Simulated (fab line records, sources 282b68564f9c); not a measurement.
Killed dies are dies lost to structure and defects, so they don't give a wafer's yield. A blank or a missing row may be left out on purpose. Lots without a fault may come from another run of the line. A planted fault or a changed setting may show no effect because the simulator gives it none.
Chamber matching | flow rit_cmos | RIT_GATE_ETCH_19 on rie_si-01: 4 sister chambers
The step etches poly-Si in SF6/CHF3/O2, stops on SiO2, time 165 s, target depth 312.5 nm. 4 wafers are shown with their chamber, then 8 later ones without.

WAFERS WITH THEIR CHAMBER
wafer  | chamber | drypump_motor_current_A (A)
L864.3 | 0       | 5.5
L868.2 | 2       | 5.1
L868.3 | 1       | 5.2
L868.6 | 3       | 4.9

WAFERS WITHOUT THEIR CHAMBER
wafer  | drypump_motor_current_A (A)
L869.2 | 5.4
L869.4 | 4.9
L869.6 | 5.2
L871.2 | 5.2
L871.4 | 4.9
L873.3 | 4.9
L873.4 | 4.9
L873.5 | 5.4

WHICH CHAMBER EACH WENT THROUGH
wafer  | from the rows above | in truth
L869.2 | 0                   | 0
L869.4 | 3                   | 3
L869.6 | 1                   | 1
L871.2 | 1                   | 1
L871.4 | 3                   | 3
L873.3 | 3                   | 3
L873.4 | 3                   | 3
L873.5 | 0                   | 0
Placed correctly: 8 of 8. Can't be placed from these rows: 0. Placed wrongly: 0.
How it was worked out, from the rows above alone: a wafer's distance from a chamber is the root of the sum, over the readings, of the square of ((its reading less the chamber's mean) divided by the reading's scatter). The wafer belongs to the nearest chamber; if the next one is less than 2 further off, it can't be placed. A chamber's mean is the mean of its shown wafers. The scatter: with one shown wafer a chamber, the root of the mean of the squares of how far each hidden wafer lies from its nearest shown one.
